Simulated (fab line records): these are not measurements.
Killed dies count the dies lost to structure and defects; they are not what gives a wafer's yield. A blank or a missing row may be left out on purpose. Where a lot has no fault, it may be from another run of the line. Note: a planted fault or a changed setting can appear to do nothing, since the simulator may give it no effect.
fab line records | flow berkeleyCmos170
record: lots: 5 | wafers: 15 | lastDay: 14
route steps=331 shown SPACER@172 PSD@175 NSD@187
lots untouched by any fault: they come from a run of this same line in which no faults occurred
startH: the number of hours between the record's first day and the start of the first shown wafer of the lot | waitH: hours elapsed since this lot's preceding step | " unchanged from the row above | L1.1+2: several wafers, shown together as one row | - value missing, or start not given | * or withheld: withheld | < > ~ a bound
route shown NAME@n: names a module that has steps shown in the file, with the first one's number in the route | usual: mean and standard deviation over wafers with no fault | same: alike in all rows | chamber/n: place in a boat | sites: the reading at each site | _std_site: standard deviation across them | _edge_site: outer sites' mean less inner sites' | radiusMm: for every site, how far away it sits from the centre of the wafer | mask NAME#n: copy n | behind: the tool/chamber that last shaped the wafer | hold: why the lot went on hold/how many hours it stayed there/how the hold came to an end | device: transistor that didn't switch, given as n, p or np | end of line: at the end of the route, the tests of the same wafers | a step given without rows: its recipe and nothing more | killed: dies that structure and defects cost at the first sort, which is not the same as the wafer's yield | map: a wafer's dies, marking killed ones x, the rest . and places with no die _
set.NAME: the setting as run; set.NAME@STEP: as run at that earlier step | model.NAME: the simulator's own value behind a step, which no gauge read
certain route steps with their lots: each step a table, each wafer a row
services: from which hour (startH, from the record's first day; less than 0 if before it) a tool's chamber was out of use, for how many hours, and why
== steps ==
step: UCB170_SPACER_THK_MEAS_01
recipe: reads: SiO2_of_SPACER_CVD_00
usual: SPACER_TEOS_THK: 376/5.1
lot.wafer | tool         | chamber | startH | waitH | SPACER_TEOS_THK[nm]
L760.2    | filmMetro-03 | -       | 149.14 | 0.0   | 370
L760.4    | "            | -       | "      | "     | 373
L760.6    | "            | -       | "      | "     | 379
L775.1    | filmMetro-03 | -       | 248.26 | 0.0   | 376
L775.4    | "            | -       | "      | "     | 385
L775.5    | "            | -       | "      | "     | 383
L776.1    | filmMetro-03 | -       | 248.79 | 0.0   | 369
L776.2    | "            | -       | "      | "     | 378
L776.3    | "            | -       | "      | "     | 374
L780.2    | filmMetro-01 | -       | 271.99 | 0.0   | 379
L780.5    | "            | -       | "      | "     | 385
L780.6    | "            | -       | "      | "     | 380
L783.1    | filmMetro-03 | -       | 293.77 | 0.0   | 368
L783.3    | "            | -       | "      | "     | 376
L783.5    | "            | -       | "      | "     | 380
step: UCB170_SPACER_ANNEAL_02
recipe: tempC: 900 | timeS: 1800 | ambient: N2
step: UCB170_SPACER_ETCHBACK_03
recipe: stopOn: Si | target: SiO2 | chemistry: CHF3/CF4/Ar | CHF3_flow_sccm: 50 | cf4FlowSccm: 10 | Ar_flow_sccm: 120 | pressureMtorr: 200 | rfW: 500 | targetDepthA: 3760 | timeS: 100
usual: CHF3_flow_sccm: 50.01/0.14 | drypumpMotorCurrentA: 5.9/0.34 | oesProductAu: 0.901/0.014 | throttleValvePct: 6.47/0.11
lot.wafer | tool       | chamber | startH | waitH | CHF3_flow_sccm | drypumpMotorCurrentA | oesProductAu | rfHoursCounterH | throttleValvePct
L760.2    | rieDiel-01 | 0       | 153.93 | 0.1   | 49.92          | 5.9                  | 0.874        | 143             | 6.32
L760.4    | "          | 1       | "      | "     | 50.05          | 5.5                  | 0.890        | 130             | 6.62
L760.6    | "          | 3       | "      | "     | 50.21          | 5.7                  | 0.924        | -               | 6.47
L775.1    | rieDiel-02 | 0       | 255.54 | 0.0   | 50.01          | 6.6                  | 0.900        | 11              | 6.54
L775.4    | "          | 3       | "      | "     | 50.12          | 6.0                  | 0.923        | 41              | 6.58
L775.5    | "          | 1       | "      | "     | 50.11          | 5.3                  | 0.919        | -               | 6.45
L776.1    | rieDiel-04 | 1       | 255.54 | 0.0   | 49.92          | 5.7                  | 0.900        | 3               | 6.32
L776.2    | "          | 3       | "      | "     | 49.99          | 6.0                  | 0.904        | 1               | 6.64
L776.3    | "          | 2       | "      | "     | 50.01          | 6.2                  | 0.893        | 118             | 6.49
L780.2    | rieDiel-02 | 0       | 275.92 | 0.0   | 49.90          | 6.6                  | 0.914        | 12              | 6.54
L780.5    | "          | 0       | "      | "     | 49.93          | 6.6                  | 0.917        | -               | 6.51
L780.6    | "          | 1       | "      | "     | 50.13          | 5.3                  | 0.926        | -               | 6.43
L783.1    | rieDiel-01 | 0       | 298.98 | 0.0   | 50.22          | 5.9                  | 0.890        | 3               | 6.33
L783.3    | "          | 1       | "      | "     | 50.02          | 5.5                  | 0.906        | 1               | 6.64
L783.5    | "          | 0       | "      | "     | 50.05          | 5.9                  | 0.900        | -               | 6.33
step: UCB170_PSD_HMDS_00
recipe: primeTimeS: 60 | primeTempC: 100
step: UCB170_PSD_COAT_01
recipe: resist: KrF | spinRpm: 1500 | resistThkNm: 900
step: UCB170_PSD_SOFTBAKE_02
recipe: resist: KrF | tempC: 130 | timeS: 60
step: UCB170_PSD_EXPOSE_03
recipe: maskId: PSELECT_MOD | na: 0.5 | sigmaOuter: 0.6 | sourceShape: conventional | targetCdNm: 1200 | doseMj: 29.56
step: UCB170_PSD_PEB_04
recipe: pebTempC: 130 | pebTimeS: withheld | resist: KrF
step: UCB170_PSD_DEVELOP_05
recipe: developer: TMAH | developTimeS: 45 | resist: KrF | devTempC: 21
step: UCB170_PSD_CD_MEAS_06
recipe: targetCdNm: 1200
usual: cdNm: 1199.4/1.5
lot.wafer | tool     | chamber | startH | waitH | cdNm
L760.2    | cdSem-02 | -       | 155.67 | -     | 1200.5
L760.4    | "        | -       | "      | "     | 1200.5
L760.6    | "        | -       | "      | "     | 1200.9
L776.1    | cdSem-01 | -       | 256.70 | -     | 1198.4
L776.2    | "        | -       | "      | "     | 1198.6
L776.3    | "        | -       | "      | "     | 1199.7
L775.1    | cdSem-01 | -       | 256.98 | -     | 1200.2
L775.4    | "        | -       | "      | "     | 1200.8
L775.5    | "        | -       | "      | "     | 1198.5
L780.2    | cdSem-02 | -       | 277.25 | -     | 1199.9
L780.5    | "        | -       | "      | "     | 1201.6
L780.6    | "        | -       | "      | "     | 1201.7
L783.1    | cdSem-01 | -       | 300.48 | -     | 1198.8
L783.3    | "        | -       | "      | "     | 1199.4
L783.5    | "        | -       | "      | "     | 1199.7
step: UCB170_PSD_OVL_MEAS_07
usual: PSD_OVL: 0/5.1
lot.wafer | tool       | chamber | startH | waitH | PSD_OVL[nm]
L760.2    | overlay-02 | -       | 155.78 | 0.1   | -2
L760.4    | "          | -       | "      | "     | -1
L760.6    | "          | -       | "      | "     | 1
L776.1    | overlay-02 | -       | 256.82 | 0.1   | -8
L776.2    | "          | -       | "      | "     | -2
L776.3    | "          | -       | "      | "     | -1
L775.1    | overlay-01 | -       | 257.10 | 0.1   | 5
L775.4    | "          | -       | "      | "     | 0
L775.5    | "          | -       | "      | "     | 10
L780.2    | overlay-01 | -       | 277.36 | 0.1   | -1
L780.5    | "          | -       | "      | "     | -5
L780.6    | "          | -       | "      | "     | 4
L783.1    | overlay-02 | -       | 300.60 | 0.1   | 3
L783.3    | "          | -       | "      | "     | 2
L783.5    | "          | -       | "      | "     | 2
step: UCB170_PSD_IMPLANT_08
recipe: species: B | doseCm2: 3e+15 | energyKev: 20 | tiltDeg: 7
step: UCB170_PSD_STRIP_09
recipe: chemistry: O2 | powerW: 400 | pressureMtorr: 3500 | platenTempC: withheld | o2FlowSccm: 400 | overashFraction: 0.5
usual: drypumpMotorCurrentA: 5.6/0.52 | oesProductAu: 0.600/0.0046 | stripTimeToEndpointS: 29.40/0.075
lot.wafer | tool           | chamber | startH | waitH | drypumpMotorCurrentA | oesProductAu | rfHoursCounterH | stripTimeToEndpointS | model.KrF_of_PSD_COAT_01.thkNm
L760.2    | plasmaAsher-04 | 0       | 155.96 | 0.1   | 5.4                  | 0.595        | 41              | 29.35                | 0
L760.4    | "              | 1       | "      | "     | 6.3                  | 0.602        | -               | 29.42                | 0
L760.6    | "              | 0       | "      | "     | 5.4                  | 0.597        | -               | 29.34                | 0
L776.1    | plasmaAsher-02 | 1       | 257.01 | 0.1   | 5.2                  | 0.597        | 49              | 29.43                | 0
L776.2    | "              | 0       | "      | "     | 5.3                  | 0.600        | 49              | 29.40                | 0
L776.3    | "              | 1       | "      | "     | 5.2                  | 0.600        | -               | 29.38                | 0
L775.1    | plasmaAsher-02 | 1       | 257.28 | 0.1   | 5.2                  | 0.437        | 49              | -                    | 687
L775.4    | "              | 1       | "      | "     | 5.2                  | 0.435        | -               | -                    | 687.1
L775.5    | "              | 1       | "      | "     | 5.2                  | 0.445        | -               | -                    | 689.1
L780.2    | plasmaAsher-03 | 0       | 277.54 | 0.1   | 6.5                  | 0.607        | 61              | 29.51                | 0
L780.5    | "              | 1       | "      | "     | 5.3                  | 0.603        | -               | 29.45                | 0
L780.6    | "              | 0       | "      | "     | 6.5                  | 0.600        | -               | 29.43                | 0
L783.1    | plasmaAsher-04 | 1       | 300.79 | 0.1   | 6.3                  | 0.601        | 45              | 29.35                | 0
L783.3    | "              | 0       | "      | "     | 5.4                  | 0.595        | -               | 29.37                | 0
L783.5    | "              | 0       | "      | "     | 5.4                  | 0.597        | -               | 29.35                | 0
step: UCB170_PSD_TW_MEAS_10
usual: PSD_TW: 2318/14
lot.wafer | tool         | chamber | startH | waitH | PSD_TW
L760.2    | filmMetro-04 | -       | 156.07 | 0.1   | 2313
L760.4    | "            | -       | "      | "     | 2313
L760.6    | "            | -       | "      | "     | 2320
L776.1    | filmMetro-02 | -       | 257.11 | 0.1   | 2308
L776.2    | "            | -       | "      | "     | 2305
L776.3    | "            | -       | "      | "     | 2304
L775.1    | filmMetro-01 | -       | 257.38 | 0.1   | 2338
L775.4    | "            | -       | "      | "     | 2341
L775.5    | "            | -       | "      | "     | 2333
L780.2    | filmMetro-04 | -       | 277.65 | 0.1   | 2328
L780.5    | "            | -       | "      | "     | 2329
L780.6    | "            | -       | "      | "     | 2320
L783.1    | filmMetro-04 | -       | 300.89 | 0.1   | 2328
L783.3    | "            | -       | "      | "     | 2338
L783.5    | "            | -       | "      | "     | 2319
step: UCB170_PSD_CLEAN_11
recipe: chemistry: SPM | tempC: 120 | timeS: 600
step: UCB170_NSD_HMDS_00
recipe: primeTimeS: 60 | primeTempC: 100
step: UCB170_NSD_COAT_01
recipe: resist: KrF | spinRpm: 1500 | resistThkNm: 900
step: UCB170_NSD_SOFTBAKE_02
recipe: resist: KrF | tempC: 130 | timeS: 60
step: UCB170_NSD_EXPOSE_03
recipe: maskId: NSELECT_MOD | na: 0.5 | sigmaOuter: 0.6 | sourceShape: conventional | targetCdNm: 1200 | doseMj: 30
step: UCB170_NSD_PEB_04
recipe: pebTempC: 130 | pebTimeS: withheld | resist: KrF
step: UCB170_NSD_DEVELOP_05
recipe: developer: TMAH | developTimeS: 45 | resist: KrF | devTempC: 21
step: UCB170_NSD_CD_MEAS_06
recipe: targetCdNm: 1200
usual: cdNm: 1200.2/1.4
lot.wafer | tool     | chamber | startH | waitH | cdNm
L760.2    | cdSem-02 | -       | 157.47 | -     | 1201.6
L760.4    | "        | -       | "      | "     | 1202.4
L760.6    | "        | -       | "      | "     | 1200.9
L776.1    | cdSem-01 | -       | 261.44 | -     | 1199.9
L776.2    | "        | -       | "      | "     | 1200.3
L776.3    | "        | -       | "      | "     | 1200.9
L775.1    | cdSem-02 | -       | 261.68 | -     | 1202.8
L775.4    | "        | -       | "      | "     | 1202.4
L775.5    | "        | -       | "      | "     | 1201.1
L780.2    | cdSem-02 | -       | 278.74 | -     | 1201.8
L780.5    | "        | -       | "      | "     | 1202.5
L780.6    | "        | -       | "      | "     | 1202.6
L783.1    | cdSem-01 | -       | 302.09 | -     | 1198.5
L783.3    | "        | -       | "      | "     | 1199.7
L783.5    | "        | -       | "      | "     | 1199.5
step: UCB170_NSD_OVL_MEAS_07
usual: NSD_OVL: 2/6.2
lot.wafer | tool       | chamber | startH | waitH | NSD_OVL[nm]
L760.2    | overlay-02 | -       | 157.58 | 0.1   | 3
L760.4    | "          | -       | "      | "     | -4
L760.6    | "          | -       | "      | "     | 1
L776.1    | overlay-02 | -       | 261.56 | 0.1   | 2
L776.2    | "          | -       | "      | "     | 6
L776.3    | "          | -       | "      | "     | 5
L775.1    | overlay-02 | -       | 261.80 | 0.1   | 7
L775.4    | "          | -       | "      | "     | -5
L775.5    | "          | -       | "      | "     | 0
L780.2    | overlay-01 | -       | 278.84 | 0.1   | 1
L780.5    | "          | -       | "      | "     | -2
L780.6    | "          | -       | "      | "     | 6
L783.1    | overlay-02 | -       | 302.21 | 0.1   | -1
L783.3    | "          | -       | "      | "     | -2
L783.5    | "          | -       | "      | "     | 1
step: UCB170_NSD_IMPLANT_08
recipe: species: P | doseCm2: 3e+15 | energyKev: 40 | tiltDeg: 7
step: UCB170_NSD_STRIP_09
recipe: chemistry: O2 | powerW: 400 | pressureMtorr: 3500 | platenTempC: withheld | o2FlowSccm: 400 | overashFraction: 0.5
usual: drypumpMotorCurrentA: 5.4/0.3 | oesProductAu: 0.534/0.0041 | stripTimeToEndpointS: 35.80/0.073
lot.wafer | tool           | chamber | startH | waitH | drypumpMotorCurrentA | oesProductAu | rfHoursCounterH | stripTimeToEndpointS
L760.2    | plasmaAsher-02 | 1       | 157.76 | 0.1   | 5.2                  | 0.544        | 36              | 35.79
L760.4    | "              | 1       | "      | "     | 5.2                  | 0.541        | -               | 35.78
L760.6    | "              | 1       | "      | "     | 5.2                  | 0.529        | -               | 35.82
L776.1    | plasmaAsher-01 | 1       | 261.74 | 0.1   | 5.7                  | 0.536        | 17              | 35.83
L776.2    | "              | 0       | "      | "     | 5.1                  | 0.537        | 17              | 35.79
L776.3    | "              | 1       | "      | "     | 5.7                  | 0.533        | -               | 35.78
L775.1    | plasmaAsher-02 | 1       | 261.98 | 0.1   | 5.2                  | 0.601        | 50              | 56.08
L775.4    | "              | 0       | "      | "     | 5.3                  | 0.598        | -               | 56.25
L775.5    | "              | 1       | "      | "     | 5.2                  | 0.612        | -               | 56.21
L780.2    | plasmaAsher-01 | 0       | 279.02 | 0.1   | 5.1                  | 0.534        | 19              | 35.68
L780.5    | "              | 1       | "      | "     | 5.7                  | 0.532        | -               | 35.77
L780.6    | "              | 0       | "      | "     | 5.1                  | 0.534        | -               | 35.71
L783.1    | plasmaAsher-01 | 1       | 302.40 | 0.1   | 5.7                  | 0.537        | 22              | 35.76
L783.3    | "              | 0       | "      | "     | 5.1                  | 0.541        | -               | 35.71
L783.5    | "              | 0       | "      | "     | 5.1                  | 0.534        | -               | 35.71
step: UCB170_NSD_TW_MEAS_10
usual: NSD_TW: 4162/32
lot.wafer | tool         | chamber | startH | waitH | NSD_TW
L760.2    | filmMetro-02 | -       | 157.87 | 0.1   | 4131
L760.4    | "            | -       | "      | "     | 4123
L760.6    | "            | -       | "      | "     | 4124
L776.1    | filmMetro-01 | -       | 261.84 | 0.1   | 4212
L776.2    | "            | -       | "      | "     | 4201
L776.3    | "            | -       | "      | "     | 4201
L775.1    | filmMetro-04 | -       | 262.08 | 0.1   | 30
L775.4    | "            | -       | "      | "     | 30
L775.5    | "            | -       | "      | "     | 30
L780.2    | filmMetro-04 | -       | 279.13 | 0.1   | 4183
L780.5    | "            | -       | "      | "     | 4189
L780.6    | "            | -       | "      | "     | 4182
L783.1    | filmMetro-04 | -       | 302.50 | 0.1   | 4183
L783.3    | "            | -       | "      | "     | 4178
L783.5    | "            | -       | "      | "     | 4223
step: UCB170_NSD_CLEAN_11
recipe: chemistry: SPM | tempC: 120 | timeS: 600
== services ==
tool           | chamber | startH | hours | kind
plasmaAsher-01 | -       | 137.98 | 2.1   | repair
rieDiel-04     | 0       | 151.99 | -     | clean
rieDiel-04     | 0       | 151.99 | 22.6  | scheduledDown
rieDiel-04     | 0       | 151.99 | 22.6  | ventCycle
rieDiel-04     | -       | 159.36 | 14.6  | pm
plasmaAsher-04 | -       | 159.85 | 109.0 | repair
rieDiel-04     | 1       | 174.57 | -     | clean
rieDiel-04     | 1       | 174.57 | 27.2  | scheduledDown
plasmaAsher-03 | -       | 177.36 | 1.8   | repair
rieDiel-01     | 2       | 178.86 | 4.2   | repair
rieDiel-01     | 0       | 191.79 | -     | clean
rieDiel-01     | 0       | 191.79 | 19.4  | scheduledDown
rieDiel-01     | 0       | 191.79 | 19.4  | ventCycle
rieDiel-02     | 3       | 193.85 | 19.5  | repair
rieDiel-02     | -       | 196.09 | 0.3   | repair
rieDiel-04     | 0       | 215.87 | 8.9   | repair
rieDiel-02     | 0       | 221.75 | 6.7   | repair
rieDiel-01     | 1       | 250.82 | -     | clean
rieDiel-01     | 1       | 250.82 | 15.4  | scheduledDown
rieDiel-01     | 1       | 250.82 | 15.4  | ventCycle
plasmaAsher-04 | -       | 257.16 | 0.5   | repair
plasmaAsher-03 | -       | 258.62 | 0.9   | repair
rieDiel-02     | 2       | 282.86 | 2.8   | repair
rieDiel-04     | 1       | 288.41 | 4.1   | repair
== key ==
firstSign: step: UCB170_PSD_STRIP_09 | reading: oesProductAu | direction: down | sigmas: 35 | usual: 0.600 | struck: 0.439
effect: step: UCB170_NSD_STRIP_09 | reading: stripTimeToEndpointS | direction: up | sigmas: 99+ | usual: * | struck: *
effect: step: UCB170_NSD_TW_MEAS_10 | reading: NSD_TW | direction: down | sigmas: 99+ | usual: 4162 | struck: 30
modelEffect: step: UCB170_PSD_STRIP_09 | value: KrF_of_PSD_COAT_01.thkNm | without: 0 | struck: 687.7
metAt UCB170_PSD_STRIP_09
struckWafers L775.1,L775.4,L775.5
sortLeftOut L775.1,L775.4,L775.5
testerLeftOut L775
onsetBetween 257.01 257.28
fault: kind: stripAborted | tool: plasmaAsher-02 | chamber: - | onsetH: 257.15 | steps: UCB170_PSD_STRIP_09 | offset: 0.85 | endH: 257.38
testerLeftOut: of these lots the tester's yield and bins aren't shown, on N5 and GAA mostly nor the transistor test; their killed dies are dies lost to structure and defects alone, not to doping, threshold or leakage, so they don't give the yield
sortLeftOut: the simulated sort isn't trusted on such a fault, so these wafers' sort isn't shown, and their yield isn't known
